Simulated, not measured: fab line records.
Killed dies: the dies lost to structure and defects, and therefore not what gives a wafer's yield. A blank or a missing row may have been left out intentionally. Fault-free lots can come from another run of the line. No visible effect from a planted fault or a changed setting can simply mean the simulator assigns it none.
A struck lot beside a sound one ; flow berkeley-cmos170 ; 17 steps out of a route of 331
Sound: the wafers L232.3, L232.4, L232.5. Struck: wafer L235.6. (L235.2, L235.4 of the same lot were not struck and are left out.) The cause comes at the end.
Each step with rows lists, per side, the tool, then ch with its chambers, then its first start. Under that, the readings that differ: sound wafers ; struck wafers ; difference of the means ; sigmas: that difference in standard deviations of wafers without a fault.
alike: a reading whose means differ by less than 2 such deviations, as well as words and numbers matching on both sides. not compared: withheld readings; readings where some wafer has no value; bounds like >300 that might hide an equal value; numbers whose values overlap and for which the record gives no deviation.
Wherever a step has rows on one side only, a row that says differs or no value, or a row with sigmas, the two part there. Numbers that don't overlap but have no deviation are shown without sigmas and don't part them. Lack of a reading on every wafer of one side parts them only where that side has two or more wafers.

first, 1 step without rows for these wafers: UCB170_PWELL_OXIDATION_02 (target thk 26.4 nm, ox time 1260 s).
UCB170_PWELL_THK_MEAS_03:
  sound on film-metro-04, day 2 20:40; struck on film-metro-03, day 3 11:02
reading;sound;struck;difference;sigmas
PWELL_OXIDE_THK (nm);26.4 26.6 26.9;25.6;-1.0;-2
then, 2 steps without rows for these wafers: UCB170_PWELL_ANNEAL_04 (time 900 s); UCB170_PWELL_CVD_05 (deposits Si3N4 from SiH2Cl2/NH3, target thk 220 nm, time 3300 s).
UCB170_PWELL_THK_MEAS_06:
  sound on film-metro-04, day 3 03:20; struck on film-metro-01, day 3 17:16
  alike: PWELL_NITRIDE_THK
then, 6 steps without rows for these wafers: UCB170_PWELL_HMDS_07 (prime time 60 s); UCB170_PWELL_COAT_08 (resist thk 900 nm); UCB170_PWELL_SOFTBAKE_09 (time 60 s); UCB170_PWELL_EXPOSE_10 (exposes mask PWELL, target cd 3000 nm); UCB170_PWELL_PEB_11; UCB170_PWELL_DEVELOP_12 (develop time 45 s).
UCB170_PWELL_OVL_MEAS_13:
  sound on overlay-01, day 3 04:47; struck on overlay-01, day 3 18:24
  alike: PWELL_OVL
UCB170_PWELL_ETCH_14: etches Si3N4 in CH3F/Ar/O2, stops on SiO2, target depth 242 nm, time 151 s.
  sound on rie-diel-01 ch 0,1,2, day 3 04:49; struck on rie-diel-01 ch 0, day 3 18:26
reading;sound;struck;difference;sigmas
oes-product-au (a.u.);0.945 0.952 0.927;0.895;-0.046;-3
over-etch-frac;0.1 0.1 0.1;0.20352;+0.10352;
model.KrF_of_PWELL_COAT_08.thk-nm (nm);722.3 725.5 723.9;707.7;-16.2;
model.SiO2_of_PWELL_OXIDATION_02.thk-nm (nm);22.71 22.85 22.99;18.22;-4.63;
  alike: CH3F_flow_sccm, chamber-pressure-mTorr, drypump-motor-current-A, throttle-valve-pct
  not compared: rf-hours-counter-h
then, 1 step without rows for these wafers: UCB170_PWELL_IMPLANT_15.
UCB170_PWELL_STRIP_16: strips in O2.
  sound on plasma-asher-01 ch 0,1, day 3 05:05; struck on plasma-asher-02 ch 1, day 3 18:41
reading;sound;struck;difference;sigmas
drypump-motor-current-A (A);6.00 6.23 6.23;5.60;-0.55;-2
strip-time-to-endpoint-s (s);18.05 18.10 18.08;17.68;-0.40;-5
  alike: chamber-pressure-mTorr, oes-product-au
  not compared: rf-hours-counter-h
UCB170_PWELL_TW_MEAS_17:
  sound on film-metro-01, day 3 05:11; struck on film-metro-03, day 3 18:47
reading;sound;struck;difference;sigmas
PWELL_TW;383.3 382.7 384.4;376.4;-7.1;-2
UCB170_M3_PROBE_99:
  rows exist in the record for the sound wafers here (prober-02, day 8 09:11), none for the struck ones

WHERE THEY PART
Last at UCB170_M3_PROBE_99 as far as this record goes, first at UCB170_PWELL_THK_MEAS_03.

WHY: what the simulator had put in
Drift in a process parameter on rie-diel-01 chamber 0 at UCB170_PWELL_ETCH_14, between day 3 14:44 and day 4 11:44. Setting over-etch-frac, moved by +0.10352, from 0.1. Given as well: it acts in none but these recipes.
